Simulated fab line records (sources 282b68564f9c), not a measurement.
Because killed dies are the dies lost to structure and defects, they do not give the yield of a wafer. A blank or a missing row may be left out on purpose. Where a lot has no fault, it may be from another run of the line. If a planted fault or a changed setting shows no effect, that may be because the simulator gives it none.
Struck lot and sound lot, side by side / flow ritCmos / 18 steps out of a route of 202
Sound: wafers L158.3, L158.4, L158.5. Struck: wafer L170.6 (left out: L170.4, L170.5 of the same lot, which were not struck); the cause appears at the end.
Order at every step that has rows: each side's tool, ch and its chambers, its first start. Under that, the readings that differ: sound wafers / struck wafers / difference of the means / sigmas: that difference in standard deviations of wafers without a fault.
alike: readings whose means differ by less than 2 such deviations, and words and numbers that are the same on both sides. not compared: withheld readings, readings that some wafer has no value for, bounds like >300 that may hide the same value, and numbers for which the record gives no deviation and whose values overlap.
Wherever a step has rows on one side only, a row that says differs or no value, or a row with sigmas, the two part there. When numbers do not overlap yet have no deviation, they are printed without sigmas and do not part them. A reading missing from all wafers of one side parts the sides only when that side holds two or more wafers.

RIT_M1_SPUTTER_00: material Al, target thk 400 nm, time 500 s.
  sound on pvdSputter-04, day 4 02:32; struck on pvdSputter-01, day 6 13:47
  alike: substrateTempC, throttleValvePct
RIT_M1_RS_MEAS_01: the measuring method here is four-point-probe.
  sound on filmMetro-04, day 4 02:52; struck on filmMetro-02, day 6 14:08
  alike: M1_AL_RS
RIT_M1_THK_MEAS_02: measures by xrf.
  sound on filmMetro-04, day 4 02:58; struck on filmMetro-02, day 6 14:14
  alike: M1_AL_THK
then, 6 steps without rows for these wafers: RIT_M1_HMDS_03 (prime time 60 s); RIT_M1_COAT_04 (resist thk 1300 nm); RIT_M1_SOFTBAKE_05 (time 60 s); RIT_M1_EXPOSE_06 (exposes mask M12, target cd 2600 nm); RIT_M1_PEB_07; RIT_M1_DEVELOP_08 (develop time 68 s).
RIT_M1_CD_MEAS_09: target cd 2600 nm.
  sound on cdSem-01, day 4 03:56; struck on cdSem-01, day 6 15:22
  alike: cdNm
RIT_M1_OVL_MEAS_10:
  sound on overlay-02, day 4 04:01; struck on overlay-02, day 6 15:27
  alike: M1_OVL
then, 1 step without rows for these wafers: RIT_M1_HARDBAKE_11 (time 120 s).
RIT_M1_METAL_ETCH_12: etches Al in Cl2/BCl3, stops on SiO2, time 165 s, target depth 600 nm.
  sound on rieMetal-02 ch 0,1, day 4 04:21; struck on rieMetal-02 ch 0, day 6 15:46
reading=rfFwdPowerW (W); sound=249.4 248.7 249.2; struck=279.1; difference=+30.0; sigmas=+41
reading=model.NOVOLAK_of_M1_COAT_04.thkNm (nm); sound=818 813 819.4; struck=771.1; difference=-45.7; sigmas=
  alike: drypumpMotorCurrentA, oesProductAu, throttleValvePct
  not compared: rfHoursCounterH
then, 1 step without rows for these wafers: RIT_M1_STRIP_13 (strips in nmp, time 600 s).
RIT_M1_STRIP_14: strips in O2, time 180 s.
  sound on plasmaAsher-03 ch 0,1, day 4 04:41; struck on plasmaAsher-02 ch 1, day 6 16:17
  alike: drypumpMotorCurrentA
  not compared: rfHoursCounterH
RIT_M1_CD_MEAS_90: target cd 2600 nm.
  sound on cdSem-01, day 4 04:51; struck on cdSem-01, day 6 16:28
  alike: cdNm
then, 1 step without rows for these wafers: RIT_M1_ANNEAL_15 (time 1800 s).
RIT_M1_PROBE_99:
  sound on prober-01, day 4 07:11; struck on prober-01, day 6 18:23
reading=model.etest.antennaM1.vtShiftV (V); sound=-0.0126 -0.009572 -0.008465; struck=-0.01862; difference=-0.00841; sigmas=
  alike: defectLimitedYield, killedAtContacts, killedAtFrontEnd, killedDies, killedOpen, killedShort, sort_bin_3_pad_short, sort_bin_5_function, sort_bin_6_memory, sortNPass, sortYieldPct

WHERE THEY PART
RIT_M1_METAL_ETCH_12 only, going by this record. Later steps at which nothing parts them and some readings are alike: RIT_M1_STRIP_14, RIT_M1_CD_MEAS_90, RIT_M1_PROBE_99.

WHY: the cause the simulator had injected
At RIT_M1_METAL_ETCH_12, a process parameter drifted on rieMetal-02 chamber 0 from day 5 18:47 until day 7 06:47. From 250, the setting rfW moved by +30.
